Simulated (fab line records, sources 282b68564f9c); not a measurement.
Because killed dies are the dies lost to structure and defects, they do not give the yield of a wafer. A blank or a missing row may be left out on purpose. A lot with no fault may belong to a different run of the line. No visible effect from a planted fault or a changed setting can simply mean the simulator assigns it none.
One fault through the eyes of 2 desks | flow rit_cmos | numbers are kept per desk, each desk with only its own; the story behind them comes last

== FROM THE METROLOGY DESK ==
What the gauges read for every lot (on any tool): the sampled wafers with a number, averaged. Any lot whose mean is over 4 standard deviations away from the usual mean is out of limits and marked OUT; that distance is given in the brackets. Readings shown: 7 of its 14, picked as those furthest out on some lot.
Columns: A = PSD_RS at RIT_SDANNEAL_RS_MEAS_04, usual 114.9 ohm/sq; B = PLDD_RS at RIT_SDANNEAL_RS_MEAS_06, usual 178.8 ohm/sq; C = NLDD_RS at RIT_SDANNEAL_RS_MEAS_07, usual 153.8 ohm/sq; D = SILICIDE_TI_RS at RIT_SILICIDE_RS_MEAS_02, usual 46.1 ohm/sq; E = cd_nm at RIT_CONTACT_CD_MEAS_08, usual 999.2 nm; F = CONTACT_OVL at RIT_CONTACT_OVL_MEAS_09, usual 0.3 nm; G = cd_nm at RIT_CONTACT_CD_MEAS_90, usual 999.2 nm
lot  | first seen here | A     | B     | C     | D    | E      | F    | G
L362 | day 3 04:07     | 115.1 | 179.8 | 153.9 | 45.8 | 1005.3 | 1.5  | 1005.1
L367 | day 4 05:25     | 115.1 | 178.8 | 154.0 | 46.1 | 1001.4 | -0.3 | 1001.6
L375 | day 5 22:47     | 115.1 | 179.0 | 154.2 | 45.5 | 997.3  | 0.4  | 997.7
L377 | day 6 05:30     | 114.4 | 178.5 | 152.9 | 46.2 | 998.2  | 2.1  | 998.3
L380 | day 7 03:56     | 114.4 | 179.6 | 154.1 | 45.4 | 997.1  | 1.4  | 996.9
L384 | day 7 22:04     | 115.0 | 179.0 | 153.6 | 46.8 | 995.9  | 0.7  | 995.9
This desk's finding: nothing out of limits on any of the 6 lots.

== TOOL OWNER'S DESK, rtp_anneal-02 ==
The tool's own readings at RIT_SILICIDE_RTA_04 (time 10 s, ramp up 5 s, ramp down 5 s): means of the sampled wafers that have a number, for each lot that ran on this tool. Any lot whose mean is over 4 standard deviations away from the usual mean is out of limits and marked OUT; that distance is given in the brackets.
Columns: A = wafer_temp_C_max at RIT_SILICIDE_RTA_04, usual 654.4
lot  | first seen here | A
L367 | day 4 06:14     | 653.3
L375 | day 5 23:35     | 653.3
L377 | day 6 06:19     | 654.0
This desk's finding: nothing out of limits on any of the 3 lots.

== BROUGHT TOGETHER ==
Nothing out of limits was seen by the metrology desk.
The desk of the tool owner found nothing out of limits.

== WHAT THE SIMULATOR HAD INSERTED ==
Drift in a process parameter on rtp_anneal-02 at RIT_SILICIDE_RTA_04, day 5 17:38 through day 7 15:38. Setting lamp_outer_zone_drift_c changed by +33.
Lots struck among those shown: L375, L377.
